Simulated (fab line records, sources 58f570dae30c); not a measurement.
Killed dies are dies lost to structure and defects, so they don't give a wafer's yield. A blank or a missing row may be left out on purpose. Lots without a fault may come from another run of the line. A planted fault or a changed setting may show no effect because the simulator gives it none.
fab line records | flow berkeley_cmos170
record lots=5 wafers=15 last_day=11
route steps=331 shown NVT@104 PVT@115 GATE@125 FIELD@126 PLDD@145
lots that met no fault: from a run of the same line without faults
start_h: hours from the record's first day to the start of the lot's first wafer shown | wait_h: hours since the lot's step before | " the same as in the row above | L1.1+2: a row that stands for several wafers | - no value, or no start given | * or withheld: withheld | < > ~ a bound
route shown NAME@n: a module of which the file shows steps, and the number in the route of the first | usual: mean/standard deviation of fault-free wafers | same: alike in all rows | chamber/n: place in a boat | sites: the reading at each site | _std_site: their standard deviation | _edge_site: outer sites' mean less inner sites' | radius_mm: how far each site lies from the wafer's centre | mask NAME#n: copy n | behind: the tool/chamber that last shaped the wafer | hold: why the lot was held/for how many hours/how that ended | device: the transistor (n, p or np) that didn't switch | end of line: the same wafers' tests at the end of the route | a step without rows: its recipe alone | killed: dies lost to structure and defects at the first sort, not the wafer's yield | map: a wafer's dies, x killed, . not, _ none there
set.NAME: the setting as run; set.NAME@STEP: as run at that earlier step | model.NAME: the simulator's own value behind a step, which no gauge read
lots at some steps of the route; a table a step, a row a wafer
services: from which hour (start_h, from the record's first day; less than 0 if before it) a tool's chamber was out of use, for how many hours, and why
## steps
# step UCB170_NVT_HMDS_00
# recipe prime_time_s=60 prime_temp_c=100
# same prime_time_s=60
# columns lot.wafer tool chamber start_h wait_h
L074.4+5+6 litho_track-04 0 101.91 1.3
L081.2+3+4 litho_track-01 0 143.66 0.5
L085.2+3+5 litho_track-02 0 162.27 0.9
L093.2+3+4 litho_track-02 0 199.11 0.3
L095.1+3+5 litho_track-01 0 210.42 0.0
# step UCB170_NVT_COAT_01
# recipe resist=KrF spin_rpm=1500 resist_thk_nm=900
# columns lot.wafer tool chamber start_h wait_h
L074.4+5+6 litho_track-04 0 102.06 0.1
L081.2+3+4 litho_track-01 0 143.81 0.1
L085.2+3+5 litho_track-02 0 162.42 0.1
L093.2+3+4 litho_track-02 0 199.26 0.1
L095.1+3+5 litho_track-01 0 210.57 0.1
# step UCB170_NVT_SOFTBAKE_02
# recipe resist=KrF temp_c=130 time_s=60
# columns lot.wafer tool chamber start_h wait_h
L074.4+5+6 litho_track-04 0 102.21 0.1
L081.2+3+4 litho_track-01 0 143.96 0.1
L085.2+3+5 litho_track-02 0 162.57 0.1
L093.2+3+4 litho_track-02 0 199.41 0.1
L095.1+3+5 litho_track-01 0 210.72 0.1
# step UCB170_NVT_EXPOSE_03
# recipe mask_id=PWELL target_cd_nm=3000 na=0.5 sigma_outer=0.6 source_shape=conventional dose_mj=30
# same sigma_outer=0.6
# columns lot.wafer tool chamber start_h wait_h mask
L074.4+5+6 krf_scanner-02 0 102.59 0.4 PWELL#0
L081.2+3+4 krf_scanner-02 0 144.46 0.5 PWELL#0
L085.2+3+5 krf_scanner-02 0 162.73 0.1 PWELL#0
L093.2+3+4 krf_scanner-02 0 - - PWELL#0
L095.1+3+5 krf_scanner-01 0 210.99 0.2 PWELL#0
# step UCB170_NVT_PEB_04
# recipe peb_temp_c=130 peb_time_s=withheld resist=KrF
# columns lot.wafer tool chamber start_h wait_h
L074.4+5+6 litho_track-04 0 103.63 1.0
L081.2+3+4 litho_track-02 0 144.58 0.1
L085.2+3+5 litho_track-02 0 163.72 1.0
L093.2+3+4 litho_track-04 0 - -
L095.1+3+5 litho_track-04 0 211.11 0.1
# step UCB170_NVT_DEVELOP_05
# recipe developer=TMAH develop_time_s=45 resist=KrF dev_temp_c=21
# columns lot.wafer tool chamber start_h wait_h
L074.4+5+6 litho_track-04 0 - -
L081.2+3+4 litho_track-02 0 - -
L085.2+3+5 litho_track-02 0 - -
L093.2+3+4 litho_track-04 0 - -
L095.1+3+5 litho_track-04 0 - -
# step UCB170_NVT_OVL_MEAS_06
# usual NVT_OVL=-4/5.1
# columns lot.wafer tool chamber start_h wait_h NVT_OVL[nm]
L074.4 overlay-02 - 103.85 - -1
L074.5 " - " " -4
L074.6 " - " " -9
L081.2 overlay-02 - 144.84 - -6
L081.3 " - " " 2
L081.4 " - " " -9
L085.2 overlay-02 - 163.97 - -8
L085.3 " - " " -7
L085.5 " - " " -10
L093.2 overlay-02 - 201.17 - -1
L093.3 " - " " -12
L093.4 " - " " -3
L095.1 overlay-01 - 211.38 - -1
L095.3 " - " " -3
L095.5 " - " " -1
# step UCB170_NVT_IMPLANT_07
# recipe species=BF2 dose_cm2=3e+12 energy_kev=50 tilt_deg=7
# same implant_ion_amu=49
# columns lot.wafer tool chamber start_h wait_h
L074.4+5+6 implanter-03 0 103.94 0.1
L081.2+3+4 implanter-01 0 144.90 0.0
L085.2+3+5 implanter-03 0 164.03 0.0
L093.2+3+4 implanter-01 0 201.22 0.0
L095.1+3+5 implanter-03 0 211.42 0.0
# step UCB170_NVT_STRIP_08
# recipe chemistry=O2 power_w=400 pressure_mtorr=3500 platen_temp_c=withheld o2_flow_sccm=400 overash_fraction=0.5
# usual drypump_motor_current_A=5.6/0.32 oes_product_au=0.734/0.0042 strip_time_to_endpoint_s=21.66/0.071
# columns lot.wafer tool chamber start_h wait_h drypump_motor_current_A oes_product_au rf_hours_counter_h strip_time_to_endpoint_s
L074.4 plasma_asher-01 1 104.05 0.1 5.6 0.735 - 21.53
L074.5 " 1 " " 5.6 0.739 - 21.50
L074.6 " 0 " " 5.9 0.737 - 21.63
L081.2 plasma_asher-01 1 145.02 0.1 5.6 0.741 3 21.58
L081.3 " 1 " " 5.6 0.735 - 21.57
L081.4 " 0 " " 5.9 0.730 - 21.66
L085.2 plasma_asher-01 1 164.15 0.1 5.6 0.731 5 21.61
L085.3 " 0 " " 5.9 0.727 - 21.58
L085.5 " 1 " " 5.6 0.730 - 21.66
L093.2 plasma_asher-01 1 201.35 0.1 5.6 0.730 9 21.69
L093.3 " 1 " " 5.6 0.729 - 21.65
L093.4 " 0 " " 5.9 0.732 - 21.67
L095.1 plasma_asher-02 0 211.57 0.1 5.3 0.732 51 21.66
L095.3 " 0 " " 5.3 0.735 - 21.60
L095.5 " 0 " " 5.3 0.739 - 21.63
# step UCB170_NVT_TW_MEAS_09
# usual NVT_TW=526/3.2
# columns lot.wafer tool chamber start_h wait_h NVT_TW
L074.4 film_metro-02 - 104.15 0.1 526
L074.5 " - " " 526
L074.6 " - " " 527
L081.2 film_metro-02 - 145.13 0.1 531
L081.3 " - " " 530
L081.4 " - " " 532
L085.2 film_metro-02 - 164.26 0.1 528
L085.3 " - " " 527
L085.5 " - " " 528
L093.2 film_metro-02 - 201.46 0.1 525
L093.3 " - " " 526
L093.4 " - " " 526
L095.1 film_metro-02 - 211.67 0.1 527
L095.3 " - " " 522
L095.5 " - " " 524
# step UCB170_NVT_CLEAN_10
# recipe chemistry=SPM temp_c=120 time_s=600
# columns lot.wafer tool chamber start_h wait_h
L074.4+5+6 wet_bench-03 1 104.96 0.8
L081.2+3+4 wet_bench-02 1 146.77 1.6
L085.2+3+5 wet_bench-01 2 164.93 0.7
L093.2+3+4 wet_bench-02 1 201.51 0.0
L095.1+3+5 wet_bench-02 2 212.52 0.8
# step UCB170_PVT_HMDS_00
# recipe prime_time_s=60 prime_temp_c=100
# same prime_time_s=60
# columns lot.wafer tool chamber start_h wait_h
L074.4+5+6 litho_track-02 0 105.87 0.7
L081.2+3+4 litho_track-01 0 147.36 0.4
L085.2+3+5 litho_track-02 0 165.44 0.3
L093.2+3+4 litho_track-03 0 202.19 0.5
L095.1+3+5 litho_track-02 0 213.20 0.5
# step UCB170_PVT_COAT_01
# recipe resist=KrF spin_rpm=1500 resist_thk_nm=900
# columns lot.wafer tool chamber start_h wait_h
L074.4+5+6 litho_track-02 0 106.02 0.1
L081.2+3+4 litho_track-01 0 147.51 0.1
L085.2+3+5 litho_track-02 0 165.59 0.1
L093.2+3+4 litho_track-03 0 202.34 0.1
L095.1+3+5 litho_track-02 0 213.35 0.1
# step UCB170_PVT_SOFTBAKE_02
# recipe resist=KrF temp_c=130 time_s=60
# columns lot.wafer tool chamber start_h wait_h
L074.4+5+6 litho_track-02 0 106.17 0.1
L081.2+3+4 litho_track-01 0 147.66 0.1
L085.2+3+5 litho_track-02 0 165.74 0.1
L093.2+3+4 litho_track-03 0 202.49 0.1
L095.1+3+5 litho_track-02 0 213.50 0.1
# step UCB170_PVT_EXPOSE_03
# recipe mask_id=NWELL target_cd_nm=3000 na=0.5 sigma_outer=0.6 source_shape=conventional dose_mj=30
# same sigma_outer=0.6
# columns lot.wafer tool chamber start_h wait_h mask
L074.4+5+6 krf_scanner-01 0 106.68 0.5 NWELL#0
L081.2+3+4 krf_scanner-02 0 147.81 0.1 NWELL#0
L085.2+3+5 krf_scanner-02 0 166.01 0.2 NWELL#0
L093.2+3+4 krf_scanner-02 0 203.05 0.5 NWELL#0
L095.1+3+5 krf_scanner-01 0 213.65 0.1 NWELL#0
# step UCB170_PVT_PEB_04
# recipe peb_temp_c=130 peb_time_s=withheld resist=KrF
# columns lot.wafer tool chamber start_h wait_h
L074.4+5+6 litho_track-03 0 107.54 0.8
L081.2+3+4 litho_track-02 0 148.14 0.3
L085.2+3+5 litho_track-01 0 166.13 0.1
L093.2+3+4 litho_track-03 0 203.64 0.6
L095.1+3+5 litho_track-02 0 214.38 0.7
# step UCB170_PVT_DEVELOP_05
# recipe developer=TMAH develop_time_s=45 resist=KrF dev_temp_c=21
# columns lot.wafer tool chamber start_h wait_h
L074.4+5+6 litho_track-03 0 - -
L081.2+3+4 litho_track-02 0 - -
L085.2+3+5 litho_track-01 0 - -
L093.2+3+4 litho_track-03 0 - -
L095.1+3+5 litho_track-02 0 - -
# step UCB170_PVT_OVL_MEAS_06
# usual PVT_OVL=-1/5.2
# columns lot.wafer tool chamber start_h wait_h PVT_OVL[nm]
L074.4 overlay-02 - 107.76 - 4
L074.5 " - " " -2
L074.6 " - " " 1
L081.2 overlay-01 - 148.40 - 7
L081.3 " - " " -6
L081.4 " - " " -2
L085.2 overlay-01 - 166.39 - 1
L085.3 " - " " 0
L085.5 " - " " -5
L093.2 overlay-01 - 203.89 - -1
L093.3 " - " " 2
L093.4 " - " " -4
L095.1 overlay-02 - 214.65 - 5
L095.3 " - " " 7
L095.5 " - " " 3
# step UCB170_PVT_IMPLANT_07
# recipe species=P dose_cm2=2e+12 energy_kev=30 tilt_deg=7
# same implant_ion_amu=31
# columns lot.wafer tool chamber start_h wait_h
L074.4+5+6 implanter-04 0 107.87 0.1
L081.2+3+4 implanter-01 0 148.45 0.0
L085.2+3+5 implanter-04 0 166.45 0.0
L093.2+3+4 implanter-04 0 203.95 0.0
L095.1+3+5 implanter-02 0 214.69 0.0
# step UCB170_PVT_STRIP_08
# recipe chemistry=O2 power_w=400 pressure_mtorr=3500 platen_temp_c=withheld o2_flow_sccm=400 overash_fraction=0.5
# usual drypump_motor_current_A=5.84/0.2 oes_product_au=0.734/0.0049 strip_time_to_endpoint_s=21.62/0.062
# columns lot.wafer tool chamber start_h wait_h drypump_motor_current_A oes_product_au rf_hours_counter_h strip_time_to_endpoint_s
L074.4 plasma_asher-04 0 107.98 0.1 6.05 0.730 - 21.61
L074.5 " 0 " " 6.01 0.743 - 21.62
L074.6 " 1 " " 5.88 0.735 - 21.59
L081.2 plasma_asher-03 0 148.58 0.1 6.15 0.738 37 21.70
L081.3 " 0 " " 6.14 0.726 - 21.71
L081.4 " 1 " " 5.70 0.734 - 21.79
L085.2 plasma_asher-04 0 166.57 0.1 6.03 0.740 48 21.60
L085.3 " 0 " " 6.05 0.734 - 21.58
L085.5 " 0 " " 6.07 0.734 - 21.55
L093.2 plasma_asher-04 1 204.07 0.1 5.86 0.740 52 21.55
L093.3 " 1 " " 5.84 0.732 - 21.58
L093.4 " 0 " " 6.01 0.731 - 21.56
L095.1 plasma_asher-04 1 214.84 0.1 5.84 0.729 53 21.61
L095.3 " 0 " " 6.04 0.734 - 21.65
L095.5 " 1 " " 5.85 0.732 - 21.69
# step UCB170_PVT_TW_MEAS_09
# usual PVT_TW=513/3.1
# columns lot.wafer tool chamber start_h wait_h PVT_TW
L074.4 film_metro-02 - 108.08 0.1 510
L074.5 " - " " 513
L074.6 " - " " 508
L081.2 film_metro-02 - 148.69 0.1 509
L081.3 " - " " 513
L081.4 " - " " 514
L085.2 film_metro-02 - 166.80 0.2 514
L085.3 " - " " 511
L085.5 " - " " 513
L093.2 film_metro-01 - 204.18 0.1 514
L093.3 " - " " 515
L093.4 " - " " 514
L095.1 film_metro-03 - 214.97 0.1 518
L095.3 " - " " 515
L095.5 " - " " 516
# step UCB170_GATE_WET_ETCH_00
# recipe chemistry=dHF dilution=25:1 target=SiO2 temp_c=25 time_s=200
# columns lot.wafer tool chamber start_h wait_h
L074.4+5+6 wet_bench-01 1 109.28 1.2
L081.2+3+4 wet_bench-03 0 148.74 0.0
L085.2+3+5 wet_bench-03 3 166.95 0.1
L093.2+3+4 wet_bench-04 3 204.23 0.0
L095.1+3+5 wet_bench-03 1 215.03 0.1
# step UCB170_FIELD_THK_MEAS_91
# recipe reads=SiO2_of_FIELD_OXIDATION_01
# usual FIELD_OXIDE_LEFT_2_THK=357/8.6
# columns lot.wafer tool chamber start_h wait_h FIELD_OXIDE_LEFT_2_THK[nm]
L074.4 film_metro-02 - 109.38 0.0 354
L074.5 " - " " 352
L074.6 " - " " 350
L081.2 film_metro-03 - 148.87 0.0 352
L081.3 " - " " 366
L081.4 " - " " 362
L085.2 film_metro-03 - 167.02 0.0 358
L085.3 " - " " 345
L085.5 " - " " 354
L093.2 film_metro-03 - 204.31 0.0 336
L093.3 " - " " 341
L093.4 " - " " 356
L095.1 film_metro-01 - 215.09 0.0 357
L095.3 " - " " 368
L095.5 " - " " 369
# step UCB170_GATE_OXIDATION_01
# recipe temp_c=850 ambient=O2 target_thk_a=66 ox_time_s=1800
# columns lot.wafer tool chamber start_h wait_h
L074.4+5+6 furnace-02 0 109.41 0.0
L081.2+3+4 furnace-02 0 150.86 2.0
L085.2+3+5 furnace-04 0 169.46 2.4
L093.2+3+4 furnace-02 0 205.56 1.2
L095.1+3+5 furnace-01 0 216.81 1.7
# step UCB170_GATE_THK_MEAS_02
# recipe reads=SiO2_of_GATE_OXIDATION_01
# usual GATE_OXIDE_THK=6.65/0.12
# columns lot.wafer tool chamber start_h wait_h GATE_OXIDE_THK[nm]
L074.4 film_metro-03 - 111.00 0.1 6.54
L074.5 " - " " 6.47
L074.6 " - " " 6.48
L081.2 film_metro-04 - 152.37 0.0 6.70
L081.3 " - " " 6.71
L081.4 " - " " 6.71
L085.2 film_metro-02 - 170.97 0.0 6.61
L085.3 " - " " 6.68
L085.5 " - " " 6.64
L093.2 film_metro-02 - 207.07 0.0 6.53
L093.3 " - " " 6.40
L093.4 " - " " 6.56
L095.1 film_metro-04 - 218.31 0.0 6.77
L095.3 " - " " 6.71
L095.5 " - " " 6.80
# step UCB170_GATE_ANNEAL_03
# recipe temp_c=900 time_s=1800 ambient=N2
# columns lot.wafer tool chamber start_h wait_h
L074.4+5+6 furnace-02 0 113.91 2.9
L081.2+3+4 furnace-04 0 155.36 3.0
L085.2+3+5 furnace-04 0 173.79 2.8
L093.2+3+4 furnace-04 0 209.90 2.8
L095.1+3+5 furnace-02 0 220.32 2.0
# step UCB170_GATE_CVD_04
# recipe material=poly-Si temp_c=610 precursor=SiH4 time_s=1440 pressure_mtorr=375 target_thk_nm=214 sih4_flow_sccm=120
# columns lot.wafer tool chamber start_h wait_h
L074.4+5+6 lpcvd-02 0 115.41 0.0
L081.2+3+4 lpcvd-02 1 156.86 0.0
L085.2+3+5 lpcvd-01 0 175.29 0.0
L093.2+3+4 lpcvd-01 0 211.40 0.0
L095.1+3+5 lpcvd-01 1 221.82 0.0
# step UCB170_GATE_THK_MEAS_05
# recipe reads=poly-Si_of_GATE_CVD_04
# usual GATE_POLY_THK=214.7/1.9
# columns lot.wafer tool chamber start_h wait_h GATE_POLY_THK[nm]
L074.4 film_metro-04 - 116.84 0.0 212.7
L074.5 " - " " 215.0
L074.6 " - " " 214.6
L081.2 film_metro-04 - 158.33 0.1 213.5
L081.3 " - " " 209.8
L081.4 " - " " 211.2
L085.2 film_metro-03 - 177.40 0.0 215.3
L085.3 " - " " 216.1
L085.5 " - " " 215.6
L093.2 film_metro-04 - 212.81 0.0 214.9
L093.3 " - " " 216.4
L093.4 " - " " 216.4
L095.1 film_metro-02 - 223.28 0.1 211.2
L095.3 " - " " 213.3
L095.5 " - " " 213.7
# step UCB170_GATE_COAT_06
# recipe resist=BARC temp_c=withheld time_s=withheld spin_rpm=3000 resist_thk_nm=withheld
# columns lot.wafer tool chamber start_h wait_h
L074.4+5+6 litho_track-04 0 117.17 0.3
L081.2+3+4 litho_track-04 0 159.03 0.7
L085.2+3+5 litho_track-01 0 177.48 0.1
L093.2+3+4 litho_track-03 0 213.49 0.7
L095.1+3+5 litho_track-01 0 224.04 0.7
# step UCB170_GATE_COAT_07
# recipe resist=KrF spin_rpm=1500 resist_thk_nm=900
# columns lot.wafer tool chamber start_h wait_h
L074.4+5+6 litho_track-04 0 - -
L081.2+3+4 litho_track-04 0 - -
L085.2+3+5 litho_track-01 0 - -
L093.2+3+4 litho_track-03 0 - -
L095.1+3+5 litho_track-01 0 - -
# step UCB170_GATE_SOFTBAKE_08
# recipe resist=KrF temp_c=130 time_s=60
# columns lot.wafer tool chamber start_h wait_h
L074.4+5+6 litho_track-04 0 - -
L081.2+3+4 litho_track-04 0 - -
L085.2+3+5 litho_track-01 0 - -
L093.2+3+4 litho_track-03 0 - -
L095.1+3+5 litho_track-01 0 - -
# step UCB170_GATE_EXPOSE_09
# recipe mask_id=POLY target_cd_nm=350 na=0.5 sigma_outer=0.6 source_shape=conventional dose_mj=21
# same sigma_outer=0.6
# columns lot.wafer tool chamber start_h wait_h mask
L074.4+5+6 krf_scanner-02 0 117.73 - POLY#0
L081.2+3+4 krf_scanner-02 0 159.75 - POLY#0
L085.2+3+5 krf_scanner-01 0 178.17 - POLY#0
L093.2+3+4 krf_scanner-01 0 214.06 - POLY#0
L095.1+3+5 krf_scanner-02 0 224.73 - POLY#0
# step UCB170_GATE_PEB_10
# recipe peb_temp_c=130 peb_time_s=withheld resist=KrF
# columns lot.wafer tool chamber start_h wait_h
L074.4+5+6 litho_track-04 0 117.90 0.1
L081.2+3+4 litho_track-01 0 160.01 0.2
L085.2+3+5 litho_track-01 0 178.29 0.1
L093.2+3+4 litho_track-03 0 214.76 0.7
L095.1+3+5 litho_track-03 0 225.65 0.9
# step UCB170_GATE_DEVELOP_11
# recipe developer=TMAH develop_time_s=45 resist=KrF dev_temp_c=21
# columns lot.wafer tool chamber start_h wait_h
L074.4+5+6 litho_track-04 0 - -
L081.2+3+4 litho_track-01 0 - -
L085.2+3+5 litho_track-01 0 - -
L093.2+3+4 litho_track-03 0 - -
L095.1+3+5 litho_track-03 0 - -
# step UCB170_GATE_CD_MEAS_12
# recipe target_cd_nm=350
# usual cd_nm=350.1/1.4
# columns lot.wafer tool chamber start_h wait_h cd_nm
L074.4 cd_sem-01 - 118.16 - 351.0
L074.5 " - " " 350.8
L074.6 " - " " 350.2
L081.2 cd_sem-01 - 160.28 - 348.3
L081.3 " - " " 348.5
L081.4 " - " " 349.8
L085.2 cd_sem-01 - 178.56 - 351.6
L085.3 " - " " 351.8
L085.5 " - " " 351.8
L093.2 cd_sem-02 - 215.03 - 351.0
L093.3 " - " " 349.9
L093.4 " - " " 351.3
L095.1 cd_sem-01 - 225.92 - 349.8
L095.3 " - " " 350.0
L095.5 " - " " 351.6
# step UCB170_GATE_OVL_MEAS_13
# usual GATE_OVL=-3/4.5
# columns lot.wafer tool chamber start_h wait_h GATE_OVL[nm]
L074.4 overlay-02 - 118.24 0.1 -2
L074.5 " - " " 2
L074.6 " - " " -5
L081.2 overlay-01 - 160.38 0.1 -8
L081.3 " - " " -9
L081.4 " - " " 1
L085.2 overlay-01 - 178.66 0.1 -4
L085.3 " - " " -2
L085.5 " - " " -4
L093.2 overlay-01 - 215.14 0.1 -5
L093.3 " - " " -6
L093.4 " - " " 9
L095.1 overlay-02 - 226.04 0.1 0
L095.3 " - " " -7
L095.5 " - " " -7
# step UCB170_GATE_ETCH_14
# recipe chemistry=N2/H2 target_depth_a=withheld overetch_a=withheld target=BARC time_s=withheld source_w=500 bias_w=100 pressure_mtorr=30 n2_flow_sccm=100 h2_flow_sccm=200
# usual drypump_motor_current_A=5.8/0.5 oes_product_au=0.997/0.017 throttle_valve_pct=13.23/0.17
# columns lot.wafer tool chamber start_h wait_h drypump_motor_current_A oes_product_au throttle_valve_pct
L074.4 rie_diel-04 0 118.25 0.0 5.4 1.021 13.48
L074.5 " 0 " " 5.4 1.026 13.48
L074.6 " 1 " " 5.5 1.006 13.14
L081.2 rie_diel-03 3 160.41 0.0 6.1 1.008 13.33
L081.3 " 0 " " 6.4 0.978 13.11
L081.4 " 1 " " 6.0 0.991 13.33
L085.2 rie_diel-03 1 178.69 0.0 6.0 0.997 13.31
L085.3 " 3 " " 6.1 1.009 13.34
L085.5 " 1 " " 6.0 1.011 13.31
L093.2 rie_diel-01 1 215.17 0.0 5.9 0.991 13.25
L093.3 " 0 " " 5.4 1.004 13.10
L093.4 " 3 " " 4.7 1.021 13.40
L095.1 rie_diel-04 3 226.08 0.0 5.2 1.003 13.16
L095.3 " 1 " " 5.4 1.015 13.12
L095.5 " 3 " " 5.2 1.008 13.15
# step UCB170_GATE_ETCH_15
# recipe chemistry=HBr/Cl2 target=poly-Si stop_on=SiO2 over_etch_frac=0.3 icp_w=300 bias_w=150 time_s=56.3 pressure_mtorr=15 HBr_flow_sccm=150 Cl2_flow_sccm=50 target_depth_a=2782
# usual drypump_motor_current_A=5.58/0.26 mfc_cl2_sccm=50.03/0.17 oes_product_au=0.835/0.017 throttle_valve_pct=26.32/0.22
# columns lot.wafer tool chamber start_h wait_h drypump_motor_current_A mfc_cl2_sccm oes_product_au rf_hours_counter_h throttle_valve_pct
L074.4 rie_si-02 2 118.30 - 5.56 50.42 0.829 1 26.22
L074.5 " 0 " " 5.43 49.91 0.836 - 26.40
L074.6 " 1 " " 5.99 50.09 0.849 - 26.52
L081.2 rie_si-02 2 160.46 - 5.56 50.15 0.835 1 26.21
L081.3 " 1 " " 6.01 49.89 0.850 1 26.51
L081.4 " 3 " " 5.38 50.04 0.817 1 26.51
L085.2 rie_si-02 0 178.74 - 5.42 50.11 0.845 94 26.40
L085.3 " 2 " " 5.54 49.83 0.843 1 26.22
L085.5 " 0 " " 5.43 49.89 0.850 - 26.40
L093.2 rie_si-02 0 215.21 - 5.43 49.68 0.844 94 26.41
L093.3 " 1 " " 6.03 50.06 0.862 1 26.51
L093.4 " 2 " " 5.59 50.16 0.841 1 26.21
L095.1 rie_si-01 2 226.12 - 5.69 50.26 0.803 50 26.06
L095.3 " 3 " " 5.90 49.91 0.824 56 26.48
L095.5 " 0 " " 5.18 50.19 0.845 - 25.91
# step UCB170_GATE_STRIP_16
# recipe chemistry=O2 power_w=400 pressure_mtorr=3500 platen_temp_c=withheld o2_flow_sccm=400 overash_fraction=0.5
# usual drypump_motor_current_A=5.7/0.34 oes_product_au=0.724/0.0044
# columns lot.wafer tool chamber start_h wait_h drypump_motor_current_A oes_product_au rf_hours_counter_h
L074.4 plasma_asher-02 1 118.38 0.1 5.2 0.730 -
L074.5 " 0 " " 5.3 0.716 -
L074.6 " 1 " " 5.2 0.721 -
L081.2 plasma_asher-04 0 160.50 0.0 6.1 0.727 47
L081.3 " 1 " " 5.8 0.722 -
L081.4 " 0 " " 6.0 0.719 -
L085.2 plasma_asher-03 1 178.78 0.0 5.7 0.726 40
L085.3 " 1 " " 5.7 0.726 -
L085.5 " 1 " " 5.7 0.720 -
L093.2 plasma_asher-03 0 215.26 0.0 6.2 0.716 44
L093.3 " 0 " " 6.2 0.718 -
L093.4 " 1 " " 5.7 0.726 -
L095.1 plasma_asher-03 1 226.17 0.0 5.7 0.723 45
L095.3 " 1 " " 5.6 0.718 -
L095.5 " 1 " " 5.7 0.720 -
# step UCB170_GATE_CD_MEAS_90
# recipe target_cd_nm=350
# usual cd_nm=350.5/1.5
# columns lot.wafer tool chamber start_h wait_h cd_nm
L074.4 cd_sem-02 - 118.50 0.1 351.7
L074.5 " - " " 351.3
L074.6 " - " " 350.0
L081.2 cd_sem-01 - 160.62 0.1 347.8
L081.3 " - " " 349.5
L081.4 " - " " 350.9
L085.2 cd_sem-02 - 178.91 0.1 352.0
L085.3 " - " " 351.4
L085.5 " - " " 352.2
L093.2 cd_sem-02 - 215.38 0.1 351.6
L093.3 " - " " 350.2
L093.4 " - " " 351.3
L095.1 cd_sem-01 - 226.32 0.1 350.3
L095.3 " - " " 351.1
L095.5 " - " " 351.3
# step UCB170_GATE_CLEAN_17
# recipe chemistry=SPM temp_c=120 time_s=600
# columns lot.wafer tool chamber start_h wait_h
L074.4+5+6 wet_bench-01 2 118.56 0.0
L081.2+3+4 wet_bench-04 2 160.91 0.3
L085.2+3+5 wet_bench-04 1 179.01 0.1
L093.2+3+4 wet_bench-01 1 215.48 0.1
L095.1+3+5 wet_bench-04 3 226.44 0.1
# step UCB170_PLDD_HMDS_00
# recipe prime_time_s=60 prime_temp_c=100
# same prime_time_s=60
# columns lot.wafer tool chamber start_h wait_h
L074.4+5+6 litho_track-02 0 118.96 0.2
L081.2+3+4 litho_track-03 0 161.44 0.3
L085.2+3+5 litho_track-04 0 179.21 0.0
L093.2+3+4 litho_track-03 0 216.21 0.6
L095.1+3+5 litho_track-02 0 226.91 0.3
# step UCB170_PLDD_COAT_01
# recipe resist=KrF spin_rpm=1500 resist_thk_nm=900
# columns lot.wafer tool chamber start_h wait_h
L074.4+5+6 litho_track-02 0 119.11 0.1
L081.2+3+4 litho_track-03 0 161.59 0.1
L085.2+3+5 litho_track-04 0 179.36 0.1
L093.2+3+4 litho_track-03 0 216.36 0.1
L095.1+3+5 litho_track-02 0 227.06 0.1
# step UCB170_PLDD_SOFTBAKE_02
# recipe resist=KrF temp_c=130 time_s=60
# columns lot.wafer tool chamber start_h wait_h
L074.4+5+6 litho_track-02 0 119.26 0.1
L081.2+3+4 litho_track-03 0 161.74 0.1
L085.2+3+5 litho_track-04 0 179.51 0.1
L093.2+3+4 litho_track-03 0 216.51 0.1
L095.1+3+5 litho_track-02 0 227.21 0.1
# step UCB170_PLDD_EXPOSE_03
# recipe mask_id=PSELECT na=0.5 sigma_outer=0.6 source_shape=conventional target_cd_nm=1200 dose_mj=30
# same sigma_outer=0.6
# columns lot.wafer tool chamber start_h wait_h mask
L074.4+5+6 krf_scanner-02 0 119.39 0.1 PSELECT#0
L081.2+3+4 krf_scanner-02 0 162.01 0.2 PSELECT#0
L085.2+3+5 krf_scanner-02 0 179.65 0.1 PSELECT#0
L093.2+3+4 krf_scanner-01 0 216.78 0.2 PSELECT#0
L095.1+3+5 krf_scanner-02 0 227.56 0.3 PSELECT#0
# step UCB170_PLDD_PEB_04
# recipe peb_temp_c=130 peb_time_s=withheld resist=KrF
# columns lot.wafer tool chamber start_h wait_h
L074.4+5+6 litho_track-04 0 119.52 0.1
L081.2+3+4 litho_track-04 0 163.07 1.0
L085.2+3+5 litho_track-04 0 179.77 0.1
L093.2+3+4 litho_track-04 0 217.13 0.3
L095.1+3+5 litho_track-04 0 227.68 0.1
# step UCB170_PLDD_DEVELOP_05
# recipe developer=TMAH develop_time_s=45 resist=KrF dev_temp_c=21
# columns lot.wafer tool chamber start_h wait_h
L074.4+5+6 litho_track-04 0 - -
L081.2+3+4 litho_track-04 0 - -
L085.2+3+5 litho_track-04 0 - -
L093.2+3+4 litho_track-04 0 - -
L095.1+3+5 litho_track-04 0 - -
# step UCB170_PLDD_CD_MEAS_06
# recipe target_cd_nm=1200
# usual cd_nm=1200.2/1.4
# columns lot.wafer tool chamber start_h wait_h cd_nm
L074.4 cd_sem-01 - 119.78 - 1201.1
L074.5 " - " " 1199.2
L074.6 " - " " 1200.2
L081.2 cd_sem-02 - 163.34 - 1199.4
L081.3 " - " " 1199.0
L081.4 " - " " 1200.0
L085.2 cd_sem-02 - 180.04 - 1199.9
L085.3 " - " " 1200.0
L085.5 " - " " 1199.0
L093.2 cd_sem-02 - 217.40 - 1199.7
L093.3 " - " " 1201.4
L093.4 " - " " 1202.0
L095.1 cd_sem-01 - 227.96 - 1201.1
L095.3 " - " " 1201.3
L095.5 " - " " 1202.9
# step UCB170_PLDD_OVL_MEAS_07
# usual PLDD_OVL=-1/5.6
# columns lot.wafer tool chamber start_h wait_h PLDD_OVL[nm]
L074.4 overlay-02 - 119.86 0.1 3
L074.5 " - " " -9
L074.6 " - " " 5
L081.2 overlay-02 - 163.44 0.1 -1
L081.3 " - " " -7
L081.4 " - " " -7
L085.2 overlay-01 - 180.15 0.1 -2
L085.3 " - " " -4
L085.5 " - " " -7
L093.2 overlay-02 - 217.50 0.1 -7
L093.3 " - " " -5
L093.4 " - " " -4
L095.1 overlay-02 - 228.08 0.1 3
L095.3 " - " " 3
L095.5 " - " " 0
## services
# columns tool chamber start_h hours kind
plasma_asher-01 - 80.12 0.7 repair
krf_scanner-02 - 87.77 1.3 pm
rie_si-02 - 90.18 0.3 repair
krf_scanner-01 - 102.01 1.0 pm
plasma_asher-03 - 102.92 2.8 pm
krf_scanner-02 - 108.36 0.8 pm
plasma_asher-01 - 108.75 9.0 pm
wet_bench-04 - 124.23 1.8 repair
krf_scanner-02 - 126.03 0.8 pm
plasma_asher-01 - 154.07 4.2 repair
furnace-02 - 162.05 4.3 pm
furnace-02 - 171.15 19.7 repair
krf_scanner-01 - 178.82 1.3 pm
furnace-04 - 186.08 2.0 pm
rie_si-02 1 188.87 5.2 repair
plasma_asher-03 - 190.59 2.2 repair
krf_scanner-02 - 195.30 1.0 pm
krf_scanner-01 - 197.22 2.2 repair
krf_scanner-01 - 199.44 0.8 pm
plasma_asher-01 - 201.72 0.8 repair
krf_scanner-02 - 207.50 0.2 repair
plasma_asher-04 - 208.72 2.0 repair
plasma_asher-03 - 216.96 1.2 repair
krf_scanner-02 - 222.53 1.3 pm
## key
fault none
